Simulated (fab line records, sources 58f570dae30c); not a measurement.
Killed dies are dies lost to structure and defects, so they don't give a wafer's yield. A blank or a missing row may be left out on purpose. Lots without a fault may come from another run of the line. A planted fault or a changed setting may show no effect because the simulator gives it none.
One fault seen from 2 desks | flow berkeley_cmos170 | each desk has only its own numbers; what lay behind them comes last

THE TOOL OWNER'S DESK: plasma_asher-03
The tool's own readings at UCB170_V1_STRIP_15 (strips in O2): means of the sampled wafers that have a number, for each lot that ran on this tool. A lot is out of limits, marked OUT, if its mean lies more than 4 standard deviations from the usual mean; the brackets give that distance.
Columns: A = chamber_pressure_mTorr at UCB170_V1_STRIP_15, usual 3499 mTorr; B = drypump_motor_current_A at UCB170_V1_STRIP_15, usual 5.6 A; C = oes_product_au at UCB170_V1_STRIP_15, usual 0.721 a.u.; D = strip_time_to_endpoint_s at UCB170_V1_STRIP_15, usual 15.33 s
lot  | first seen here | A    | B   | C     | D
L617 | day 11 17:24    | 3499 | 5.8 | 0.719 | 15.34
This desk's finding: nothing out of limits on the one lot.

THE METROLOGY DESK
What the gauges read, lot by lot, whatever tool the lot ran on: means of the sampled wafers that have a number. A lot is out of limits, marked OUT, if its mean lies more than 4 standard deviations from the usual mean; the brackets give that distance.
Columns: A = V1_BOW at UCB170_V1_BOW_MEAS_03, usual 18 um; B = V1_POLISHED_THK at UCB170_V1_THK_MEAS_04, usual 999.7 nm; C = cd_nm at UCB170_V1_CD_MEAS_12, usual 700.3 nm; D = V1_OVL at UCB170_V1_OVL_MEAS_13, usual -1 nm; E = cd_nm at UCB170_V1_CD_MEAS_90, usual 700.4 nm
lot  | first seen here | A  | B      | C     | D  | E
L601 | day 7 00:11     | 17 | 1000.0 | 699.2 | -2 | 700.2
L607 | day 8 10:00     | 12 | 1000.3 | 698.6 | -1 | 698.8
L610 | day 9 06:22     | 18 | 999.5  | 701.5 | 4  | 701.5
L611 | day 9 18:00     | 10 | 999.7  | 702.0 | -2 | 702.5
L616 | day 11 04:07    | 22 | 999.6  | 699.8 | 1  | 698.9
L617 | day 11 12:20    | 18 | 999.3  | 699.5 | -3 | 700.2
This desk's finding: nothing out of limits on any of the 6 lots.

PUT TOGETHER
The tool owner's desk saw nothing out of limits.
The metrology desk saw nothing out of limits.

WHAT THE SIMULATOR HAD PUT IN
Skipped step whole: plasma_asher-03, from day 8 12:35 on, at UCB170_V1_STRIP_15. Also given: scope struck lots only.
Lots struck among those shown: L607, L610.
